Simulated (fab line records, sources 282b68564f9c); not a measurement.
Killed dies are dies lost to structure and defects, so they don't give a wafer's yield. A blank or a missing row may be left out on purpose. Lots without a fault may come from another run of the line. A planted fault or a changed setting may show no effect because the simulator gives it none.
A struck lot beside a sound one | flow rit_cmos | 28 steps out of a route of 202
Sound: wafers L509.3, L509.5, L509.6. Struck: wafers L520.1, L520.2, L520.5. The cause comes at the end.
At each step with rows: each side's tool, then ch and its chambers, then its first start. Under that, the readings that differ: sound wafers | struck wafers | difference of the means | sigmas: that difference in standard deviations of wafers without a fault.
alike: readings whose means differ by less than 2 such deviations, and words and numbers that are the same on both sides. not compared: withheld readings, readings that some wafer has no value for, bounds like >300 that may hide the same value, and numbers for which the record gives no deviation and whose values overlap.
The two part at a step that has a row with sigmas, a row that says differs or no value, or rows on one side only. Numbers that don't overlap but have no deviation are shown without sigmas and don't part them. A reading that every wafer of one side lacks parts them only if that side has two wafers or more.

RIT_ACTIVE_BOW_MEAS_00:
  sound on film_metro-03, day 3 12:02; struck on film_metro-03, day 5 19:00
  alike: INCOMING_BOW
RIT_ACTIVE_OXIDATION_01: target thk 46.8 nm, ox time 3360 s.
  sound on furnace-03 ch 0, day 3 12:38; struck on furnace-03 ch 0, day 5 19:07
  reading                                       | sound                | struck               | difference | sigmas
  spike_tc_centre_C (C)                         | 1003.8 1001.7 1001.7 | 977.8 976.9 978.2    | -24.8      | -18
  spike_tc_load_C (C)                           | 1026 1026 1026       | 1001 1001 999        | -26        | -6
  spike_tc_source_C (C)                         | 1030.0 1027.2 1028.8 | 1001.4 1003.5 1002.6 | -26.2      | -14
  tube_center_temp_C (C)                        | 999.88 1000 1000     | 975.08 975.2 975.14  | -24.82     | -99 or more
  tube_center_temp_C_max                        | 1002.7 1002.5 1002.5 | 977.8 977.3 977.3    | -25.1      | -63
  zone_power_source_pct (%)                     | 36.2 36.4 36.9       | 34.3 33.7 34.0       | -2.5       | -5
  model.SiO2_of_ACTIVE_OXIDATION_01.thk_nm (nm) | 47.79 47.16 48.1     | 37.79 37.41 37.26    | -10.20     |
  alike: zone_power_centre_pct
RIT_ACTIVE_THK_MEAS_02:
  sound on film_metro-03, day 3 14:35; struck on film_metro-03, day 5 21:03
  reading               | sound          | struck         | difference | sigmas
  ACTIVE_OXIDE_THK (nm) | 47.8 47.2 48.1 | 37.8 37.4 37.2 | -10.2      | -10
then, 1 step without rows for these wafers: RIT_ACTIVE_CVD_03 (deposits Si3N4 from SiH2Cl2/NH3, target thk 150 nm, time 1500 s).
RIT_ACTIVE_THK_MEAS_04:
  sound on film_metro-03, day 3 16:04; struck on film_metro-04, day 5 22:32
  reading                 | sound             | struck            | difference | sigmas
  ACTIVE_NITRIDE_THK (nm) | 147.7 146.9 147.5 | 151.0 149.8 149.8 | +2.8       | +3
then, 6 steps without rows for these wafers: RIT_ACTIVE_HMDS_05 (prime time 60 s); RIT_ACTIVE_COAT_06 (resist thk 1000 nm); RIT_ACTIVE_SOFTBAKE_07 (time 60 s); RIT_ACTIVE_EXPOSE_08 (exposes mask M1, target cd 1400 nm); RIT_ACTIVE_PEB_09; RIT_ACTIVE_DEVELOP_10 (develop time 50 s).
RIT_ACTIVE_CD_MEAS_11: target cd 1400 nm.
  sound on cd_sem-01, day 3 17:00; struck on cd_sem-01, day 5 23:34
  alike: cd_nm
then, 1 step without rows for these wafers: RIT_ACTIVE_HARDBAKE_12 (time 60 s).
RIT_ACTIVE_ETCH_13: etches Si3N4 in SF6, stops on SiO2, time 210 s, target depth 210 nm.
  sound on rie_diel-02 ch 0,1,3, day 3 17:14; struck on rie_diel-04 ch 0,3, day 5 23:50
  alike: drypump_motor_current_A, oes_product_au, throttle_valve_pct
  not compared: rf_hours_counter_h
RIT_ACTIVE_STRIP_14: strips in O2, time 180 s.
  sound on plasma_asher-01 ch 0,1, day 3 17:25; struck on plasma_asher-03 ch 0,1, day 5 23:58
  alike: drypump_motor_current_A, rf_refl_power_W
  not compared: rf_hours_counter_h
RIT_ACTIVE_CD_MEAS_90: target cd 1400 nm.
  sound on cd_sem-01, day 3 17:35; struck on cd_sem-01, day 6 00:08
  reading    | sound                | struck               | difference | sigmas
  cd_nm (nm) | 1399.8 1397.4 1399.8 | 1402.4 1403.4 1403.2 | +4.0       | +2
then, 4 steps without rows for these wafers: RIT_ACTIVE_CLEAN_15 (cleans in SC1, time 600 s); RIT_ACTIVE_CLEAN_16 (cleans in dHF, time 30 s); RIT_ACTIVE_CLEAN_17 (cleans in SC2, time 600 s); RIT_FOX1_OXIDATION_00 (target thk 350.7 nm, ox time 1130 s).
RIT_FOX1_THK_MEAS_01:
  sound on film_metro-04, day 3 19:23; struck on film_metro-04, day 6 02:03
  alike: FOX1_OXIDE_THK
then, 2 steps without rows for these wafers: RIT_FOX1_WET_ETCH_02 (etches SiO2 in BOE, target depth 350 nm, time 390 s); RIT_FOX2_OXIDATION_00 (target thk 350.7 nm, ox time 1130 s).
RIT_FOX2_THK_MEAS_01:
  sound on film_metro-02, day 3 21:55; struck on film_metro-02, day 6 03:32
  alike: FOX2_OXIDE_THK
then, 1 step without rows for these wafers: RIT_FOX2_CLEAN_02 (cleans in dHF, time 180 s).
RIT_FOX2_WET_ETCH_03: etches Si3N4 in H3PO4, target depth 195 nm, time 2700 s.
  sound on wet_bench-04 ch 1, day 3 22:02; struck on wet_bench-04 ch 2, day 6 03:40
  reading                                       | sound            | struck            | difference | sigmas
  model.SiO2_of_ACTIVE_OXIDATION_01.thk_nm (nm) | 42.36 41.8 41.89 | 31.96 33.26 33.14 | -9.23      |
  alike: bath_guard_temp_C
RIT_FOX2_THK_MEAS_90:
  sound on film_metro-02, day 3 22:48; struck on film_metro-03, day 6 04:25
  alike: FIELD_OXIDE_LEFT_1_THK
RIT_M1_PROBE_99:
  sound on prober-02, day 5 15:23; struck on prober-01, day 7 19:53
  reading                             | sound             | struck           | difference | sigmas
  model.etest.pldd.width_nm (nm)      | 3155 3183 3160    | 3278 3265 3274   | +106       |
  model.etest.nldd.width_nm (nm)      | 3180 3153 3163    | 3260 3286 3252   | +101       |
  model.etest.pplus_sal.width_nm (nm) | 3446 3435 3449    | 3500 3507 3494   | +57        |
  model.etest.nplus_sal.width_nm (nm) | 3465 3436 3439    | 3506 3509 3515   | +63        |
  model.etest.nmos_narrow.drive_ua_um | 214.9 218.3 211.3 | 259 265.6 265.8  | +49        |
  model.etest.pmos_narrow.drive_ua_um | 97.73 99.8 95.56  | 114.3 118 118.1  | +19.1      |
  model.etest.cap_n_gate.c_min_ff_um2 | 2.357 2.365 2.353 | 2.349 2.347 2.35 | -0.010     |
  alike: killed_at_contacts, killed_at_front_end, killed_dies, killed_open, killed_short

WHERE THEY PART
First at RIT_ACTIVE_OXIDATION_01; last, within this record, at RIT_ACTIVE_CD_MEAS_90. Later steps at which nothing parts them and some readings are alike: RIT_FOX1_THK_MEAS_01, RIT_FOX2_THK_MEAS_01, RIT_FOX2_WET_ETCH_03, RIT_FOX2_THK_MEAS_90, RIT_M1_PROBE_99.

WHY: what the simulator had put in
Process parameter drift: furnace-03, from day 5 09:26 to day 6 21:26, at RIT_ACTIVE_OXIDATION_01. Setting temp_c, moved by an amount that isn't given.
